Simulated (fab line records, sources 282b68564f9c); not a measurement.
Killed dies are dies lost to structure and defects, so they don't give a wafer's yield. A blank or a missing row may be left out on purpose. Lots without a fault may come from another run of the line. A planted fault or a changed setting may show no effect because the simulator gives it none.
Which tool did it? | flow rit_cmos | 15 lots, 45 wafers sampled, at 5 steps of a route of 202

WHAT THE GAUGES READ, wafer by wafer
RIT_ACTIVE_THK_MEAS_02.
lot  | measured    | on            | ACTIVE_OXIDE_THK (nm)
L706 | day 1 12:04 | film_metro-03 | 46.4 45.4 46.0
L707 | day 1 17:03 | film_metro-01 | 41.7 42.1 41.6
L708 | day 1 22:03 | film_metro-02 | 42.6 42.8 43.4
L709 | day 2 06:07 | film_metro-01 | 65.9 65.2 65.9
L711 | day 2 13:37 | film_metro-03 | 43.1 43.3 42.4
L712 | day 2 18:04 | film_metro-03 | 43.5 43.0 43.2
L713 | day 3 01:16 | film_metro-01 | 62.4 62.2 63.4
L715 | day 3 09:22 | film_metro-02 | 42.7 42.6 42.2
L716 | day 3 17:04 | film_metro-02 | 68.7 67.9 67.0
L721 | day 4 15:49 | film_metro-02 | 43.6 43.0 43.3
L722 | day 4 20:04 | film_metro-02 | 41.9 41.7 42.4
L723 | day 5 01:04 | film_metro-03 | 42.5 42.9 43.2
L724 | day 5 06:04 | film_metro-03 | 41.9 40.6 41.4
L725 | day 5 11:04 | film_metro-02 | 42.6 43.4 42.2
L728 | day 6 02:04 | film_metro-03 | 42.5 41.8 41.6

RIT_PWELL_TW_MEAS_10.
lot  | measured    | on            | PWELL_TW
L706 | day 1 23:25 | film_metro-03 | 947 947 950
L707 | day 2 04:23 | film_metro-04 | 959 962 958
L708 | day 2 09:50 | film_metro-02 | 954 953 951
L709 | day 2 18:08 | film_metro-04 | 953 955 955
L711 | day 3 00:49 | film_metro-02 | 948 950 953
L712 | day 3 04:34 | film_metro-04 | 953 955 954
L713 | day 3 16:07 | film_metro-04 | 958 961 953
L715 | day 3 21:01 | film_metro-04 | 963 957 958
L716 | day 4 06:15 | film_metro-02 | 966 955 965
L721 | day 5 02:11 | film_metro-03 | 955 956 946
L722 | day 5 06:38 | film_metro-02 | 964 960 963
L723 | day 5 11:47 | film_metro-02 | 957 956 952
L724 | day 5 17:08 | film_metro-04 | 955 956 956
L725 | day 5 21:33 | film_metro-02 | 952 956 955
L728 | day 6 12:25 | film_metro-04 | 952 955 950

RIT_GATE_OVL_MEAS_17.
lot  | measured    | on         | GATE_OVL (nm)
L706 | day 2 15:51 | overlay-01 | 0.0 -1.2 -0.6
L707 | day 2 17:52 | overlay-02 | 0.2 0.5 0.8
L708 | day 3 00:43 | overlay-01 | -2.9 -3.6 -0.4
L709 | day 3 08:41 | overlay-01 | -0.8 -1.4 -2.2
L711 | day 3 14:25 | overlay-02 | 0.6 0.1 1.7
L712 | day 3 18:05 | overlay-01 | 0.6 1.8 2.5
L713 | day 4 06:10 | overlay-01 | -0.9 -3.4 -1.5
L715 | day 4 10:31 | overlay-01 | 0.0 1.3 2.0
L716 | day 5 00:31 | overlay-01 | 3.5 2.2 3.1
L721 | day 5 15:52 | overlay-02 | -0.8 -1.8 -0.6
L722 | day 5 20:47 | overlay-01 | 0.6 -1.4 -1.1
L723 | day 6 02:43 | overlay-01 | -2.1 -0.8 -1.6
L724 | day 6 07:16 | overlay-02 | -1.5 -1.2 -1.6
L725 | day 6 13:14 | overlay-02 | -0.2 -0.3 -0.4
L728 | day 7 02:20 | overlay-02 | 0.1 0.0 0.9

WHICH TOOL RAN EACH LOT (tool, then ch and the chambers of the sampled wafers, then the start)
lot  | RIT_ACTIVE_OXIDATION_01      | RIT_NRETRO_STRIP_09
L706 | furnace-04 ch 0, day 1 10:07 | plasma_asher-02 ch 0,1, day 2 06:09
L707 | furnace-03 ch 0, day 1 15:07 | plasma_asher-02 ch 0,1, day 2 11:12
L708 | furnace-04 ch 0, day 1 20:07 | plasma_asher-02 ch 0,1, day 2 16:36
L709 | furnace-01 ch 0, day 2 01:07 | plasma_asher-02 ch 0,1, day 3 01:14
L711 | furnace-03 ch 0, day 2 11:41 | plasma_asher-01 ch 0,1, day 3 07:38
L712 | furnace-03 ch 0, day 2 16:07 | plasma_asher-02 ch 0,1, day 3 11:25
L713 | furnace-01 ch 0, day 2 21:12 | plasma_asher-04 ch 0,1, day 3 23:37
L715 | furnace-01 ch 0, day 3 07:24 | plasma_asher-01 ch 0,1, day 4 03:58
L716 | furnace-04 ch 0, day 3 12:07 | plasma_asher-02 ch 0,1, day 4 15:13
L721 | furnace-04 ch 0, day 4 13:52 | plasma_asher-01 ch 1, day 5 09:07
L722 | furnace-01 ch 0, day 4 18:07 | plasma_asher-02 ch 0,1, day 5 14:19
L723 | furnace-01 ch 0, day 4 23:07 | plasma_asher-02 ch 0,1, day 5 19:27
L724 | furnace-01 ch 0, day 5 04:07 | plasma_asher-04 ch 0, day 6 00:09
L725 | furnace-03 ch 0, day 5 09:07 | plasma_asher-01 ch 0,1, day 6 04:22
L728 | furnace-01 ch 0, day 6 00:07 | plasma_asher-04 ch 0, day 6 19:14
- RIT_ACTIVE_OXIDATION_01: target thk 46.8 nm, ox time 3360 s.
- RIT_NRETRO_STRIP_09: strips in O2, time 180 s.

WHAT THE TOOLS THEMSELVES READ (means of the sampled wafers that have a number; where no wafer has one, the mark that the record gives instead)
RIT_ACTIVE_OXIDATION_01.
lot  | tool       | tube_center_temp_C (C)
L706 | furnace-04 | 990.29
L707 | furnace-03 | 990.20
L708 | furnace-04 | 990.20
L709 | furnace-01 | 990.25
L711 | furnace-03 | 990.20
L712 | furnace-03 | 990.17
L713 | furnace-01 | 990.34
L715 | furnace-01 | 990.26
L716 | furnace-04 | 990.35
L721 | furnace-04 | 990.33
L722 | furnace-01 | 990.30
L723 | furnace-01 | 990.25
L724 | furnace-01 | 990.34
L725 | furnace-03 | 990.35
L728 | furnace-01 | 990.32

RIT_NRETRO_STRIP_09.
lot  | tool            | drypump_motor_current_A (A)
L706 | plasma_asher-02 | 5.62
L707 | plasma_asher-02 | 5.62
L708 | plasma_asher-02 | 5.72
L709 | plasma_asher-02 | 5.60
L711 | plasma_asher-01 | 5.69
L712 | plasma_asher-02 | 5.58
L713 | plasma_asher-04 | 5.71
L715 | plasma_asher-01 | 5.71
L716 | plasma_asher-02 | 5.74
L721 | plasma_asher-01 | 5.68
L722 | plasma_asher-02 | 5.73
L723 | plasma_asher-02 | 5.72
L724 | plasma_asher-04 | 5.49
L725 | plasma_asher-01 | 5.69
L728 | plasma_asher-04 | 5.48

THE ANSWER, worked out from the rows above alone
Rule: what is usual is taken from the lots themselves. Put in order of their means at a reading, lots are off if they are a third of the lots or fewer, leave a main group of 4 or more, and stand apart from it by a gap of 3 or more times the standard deviation of the main group's means; of several such gaps the widest counts. A main group whose means are all the same, to the digits that the tables above print for the reading, isn't used. A lot without any number at a reading at which 4 lots or more have one is off too. The other lots that the step has rows for count as sound. The gauges are gone through in route order, then the tools' own readings, and for those a lot's mean is taken as printed above. The first step at which some lot is off is used, and at that step the reading that is off furthest; a lot without a number counts as furthest.
Off: L709, L713, L716, at RIT_ACTIVE_THK_MEAS_02 (ACTIVE_OXIDE_THK). The main group: mean 42.8 nm, standard deviation 1.1.
A tool fits if, at a process step before that reading, it ran every lot that is off, and no sound lot after the first of them. The gauges at RIT_ACTIVE_THK_MEAS_02 are tried like those tools. None of those tried fits.

WHAT THE SIMULATOR HAD PUT IN
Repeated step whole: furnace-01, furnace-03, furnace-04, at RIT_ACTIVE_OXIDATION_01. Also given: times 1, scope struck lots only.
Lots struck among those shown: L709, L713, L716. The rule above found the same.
